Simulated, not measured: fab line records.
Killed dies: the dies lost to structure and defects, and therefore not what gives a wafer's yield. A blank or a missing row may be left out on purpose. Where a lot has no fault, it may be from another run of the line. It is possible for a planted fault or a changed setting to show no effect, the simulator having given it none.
Lot-split experiment || flow ritCmos || route with 202 steps; 5 lots, 23 wafers read

THE SPLIT ITSELF
At RIT_M1_SPUTTER_00 (material Al, target thk 400 nm, time 500 s), the setting powerW was moved away from the recipe's 2000 W on 10 of the 23 wafers read, by -10.6% to +7.0%. This setting was run at the recipe's value on the other wafers.

FROM THE SPLIT TO THE READING: what the file shows between them, 6 steps
- RIT_M1_RS_MEAS_01: measures by four-point-probe
- RIT_M1_THK_MEAS_02: measures by xrf
- RIT_M1_SOFTBAKE_05: time 60 s (also split here: timeS)
- RIT_M1_EXPOSE_06: exposes mask M12, target cd 2600 nm
- RIT_M1_PEB_07
- RIT_M1_HARDBAKE_11: time 120 s

THE READING
oesProductAu, in a.u., at RIT_M1_METAL_ETCH_12 (etches Al in Cl2/BCl3, stops on SiO2, time 165 s, target depth 600 nm). Fault-free wafers of this fab line usually give 0.780 a.u., standard deviation 0.013 a.u.

{"wafer": "L074.2", "tool, chamber at the split": "pvdSputter-04, -", "powerW as run, W": 2000, "against the recipe": "recipe", "oesProductAu, a.u.": 0.782, "against lot-mates on the recipe": "-"}
{"wafer": "L074.3", "tool, chamber at the split": "pvdSputter-04, -", "powerW as run, W": 2000, "against the recipe": "recipe", "oesProductAu, a.u.": 0.753, "against lot-mates on the recipe": "-"}
{"wafer": "L074.4", "tool, chamber at the split": "pvdSputter-04, -", "powerW as run, W": 1883, "against the recipe": "-5.8%", "oesProductAu, a.u.": 0.754, "against lot-mates on the recipe": -0.014}
{"wafer": "L074.5", "tool, chamber at the split": "pvdSputter-04, -", "powerW as run, W": 1883, "against the recipe": "-5.8%", "oesProductAu, a.u.": 0.718, "against lot-mates on the recipe": -0.050}
{"wafer": "L074.6", "tool, chamber at the split": "pvdSputter-04, -", "powerW as run, W": 1883, "against the recipe": "-5.8%", "oesProductAu, a.u.": 0.747, "against lot-mates on the recipe": -0.021}
{"wafer": "L076.1", "tool, chamber at the split": "pvdSputter-01, -", "powerW as run, W": 2000, "against the recipe": "recipe", "oesProductAu, a.u.": 0.798, "against lot-mates on the recipe": "-"}
{"wafer": "L076.4", "tool, chamber at the split": "pvdSputter-01, -", "powerW as run, W": 2000, "against the recipe": "recipe", "oesProductAu, a.u.": 0.785, "against lot-mates on the recipe": "-"}
{"wafer": "L076.5", "tool, chamber at the split": "pvdSputter-01, -", "powerW as run, W": 2000, "against the recipe": "recipe", "oesProductAu, a.u.": 0.782, "against lot-mates on the recipe": "-"}
{"wafer": "L079.1", "tool, chamber at the split": "pvdSputter-02, -", "powerW as run, W": 1805, "against the recipe": "-9.8%", "oesProductAu, a.u.": 0.748, "against lot-mates on the recipe": -0.047}
{"wafer": "L079.2", "tool, chamber at the split": "pvdSputter-02, -", "powerW as run, W": 2000, "against the recipe": "recipe", "oesProductAu, a.u.": 0.790, "against lot-mates on the recipe": "-"}
{"wafer": "L079.3", "tool, chamber at the split": "pvdSputter-02, -", "powerW as run, W": 2000, "against the recipe": "recipe", "oesProductAu, a.u.": 0.795, "against lot-mates on the recipe": "-"}
{"wafer": "L079.5", "tool, chamber at the split": "pvdSputter-02, -", "powerW as run, W": 2000, "against the recipe": "recipe", "oesProductAu, a.u.": 0.799, "against lot-mates on the recipe": "-"}
{"wafer": "L079.6", "tool, chamber at the split": "pvdSputter-02, -", "powerW as run, W": 1805, "against the recipe": "-9.8%", "oesProductAu, a.u.": 0.739, "against lot-mates on the recipe": -0.056}
{"wafer": "L080.2", "tool, chamber at the split": "pvdSputter-04, -", "powerW as run, W": 2000, "against the recipe": "recipe", "oesProductAu, a.u.": 0.759, "against lot-mates on the recipe": "-"}
{"wafer": "L080.3", "tool, chamber at the split": "pvdSputter-04, -", "powerW as run, W": 2140, "against the recipe": "+7.0%", "oesProductAu, a.u.": 0.815, "against lot-mates on the recipe": "+0.048"}
{"wafer": "L080.4", "tool, chamber at the split": "pvdSputter-04, -", "powerW as run, W": 2000, "against the recipe": "recipe", "oesProductAu, a.u.": 0.763, "against lot-mates on the recipe": "-"}
{"wafer": "L080.5", "tool, chamber at the split": "pvdSputter-04, -", "powerW as run, W": 2140, "against the recipe": "+7.0%", "oesProductAu, a.u.": 0.790, "against lot-mates on the recipe": "+0.023"}
{"wafer": "L080.6", "tool, chamber at the split": "pvdSputter-04, -", "powerW as run, W": 2000, "against the recipe": "recipe", "oesProductAu, a.u.": 0.778, "against lot-mates on the recipe": "-"}
{"wafer": "L085.1", "tool, chamber at the split": "pvdSputter-04, -", "powerW as run, W": 2000, "against the recipe": "recipe", "oesProductAu, a.u.": 0.786, "against lot-mates on the recipe": "-"}
{"wafer": "L085.2", "tool, chamber at the split": "pvdSputter-04, -", "powerW as run, W": 1788, "against the recipe": "-10.6%", "oesProductAu, a.u.": 0.735, "against lot-mates on the recipe": -0.051}
{"wafer": "L085.3", "tool, chamber at the split": "pvdSputter-04, -", "powerW as run, W": 2000, "against the recipe": "recipe", "oesProductAu, a.u.": 0.785, "against lot-mates on the recipe": "-"}
{"wafer": "L085.4", "tool, chamber at the split": "pvdSputter-04, -", "powerW as run, W": 1788, "against the recipe": "-10.6%", "oesProductAu, a.u.": 0.734, "against lot-mates on the recipe": -0.052}
{"wafer": "L085.6", "tool, chamber at the split": "pvdSputter-04, -", "powerW as run, W": 1788, "against the recipe": "-10.6%", "oesProductAu, a.u.": 0.744, "against lot-mates on the recipe": -0.042}

FIT RESULTS
A straight line over all 23 wafers: oesProductAu changes by +0.00412 a.u. for each +1% of powerW; r = +0.83; the points scatter about the line by 0.015 a.u.
The same after taking each lot's own level away (the mean of its wafers on the recipe; 23 wafers): +0.00485 a.u. for each +1%; r = +0.93; scatter 0.0098 a.u.
According to that fit, moving powerW by its largest amount changes the reading by 0.051 a.u.
The lots' own levels span 0.7667 to 0.7947 a.u., that is 2.2 times the standard deviation above.
Thus the slope moves with the lot-to-lot level: the two fits are different.
Check: for one of the wafers moved furthest among these (-10.6%), held out of the fit, the line's prediction against its lot-mates is -0.0511 a.u. Against them it came out at -0.0505 a.u.

OTHER SPLITS ON THESE WAFERS
Other splits were also applied to these wafers ahead of the reading. Each is held against what the fit with the lots' levels taken away leaves over:
{"other split on the same wafers": "RIT_NSD_COAT_01 spinRpm", "wafers away from the commonest value": 8, "r with oesProductAu (lot level and that fit taken away)": "+0.05"}
{"other split on the same wafers": "RIT_PSD_COAT_01 spinRpm", "wafers away from the commonest value": 6, "r with oesProductAu (lot level and that fit taken away)": -0.09}
{"other split on the same wafers": "RIT_PSD_HARDBAKE_07 tempC", "wafers away from the commonest value": 11, "r with oesProductAu (lot level and that fit taken away)": -0.03}
{"other split on the same wafers": "RIT_SILICIDE_SPUTTER_01 timeS", "wafers away from the commonest value": 6, "r with oesProductAu (lot level and that fit taken away)": -0.10}
{"other split on the same wafers": "RIT_M1_SOFTBAKE_05 timeS", "wafers away from the commonest value": 9, "r with oesProductAu (lot level and that fit taken away)": -0.08}

THE WHOLE CHAIN: every reading that the file lists as answering this split, in the file's order
{"step": "RIT_M1_SPUTTER_00", "what it does": "material Al, target thk 400 nm, time 500 s", "reading": "Al_of_M1_SPUTTER_00.thkNm (the simulator's own value, which no gauge read)", "change (the file's fit)": "+3.95 nm for each +1% of the setting", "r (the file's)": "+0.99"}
{"step": "RIT_M1_RS_MEAS_01", "what it does": "measures by four-point-probe", "reading": "M1_AL_RS", "change (the file's fit)": "-0.000789 for each +1% of the setting", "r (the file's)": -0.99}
{"step": "RIT_M1_THK_MEAS_02", "what it does": "measures by xrf", "reading": "M1_AL_THK", "change (the file's fit)": "+3.88 for each +1% of the setting", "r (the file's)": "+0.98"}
{"step": "RIT_M1_METAL_ETCH_12", "what it does": "etches Al in Cl2/BCl3, stops on SiO2, time 165 s, target depth 600 nm", "reading": "oesProductAu", "change (the file's fit)": "+0.00487 a.u. for each +1% of the setting", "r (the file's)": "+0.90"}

THE FILE'S OWN FIT
oesProductAu changes by +0.00487 a.u. for each +1% of powerW, r = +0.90.
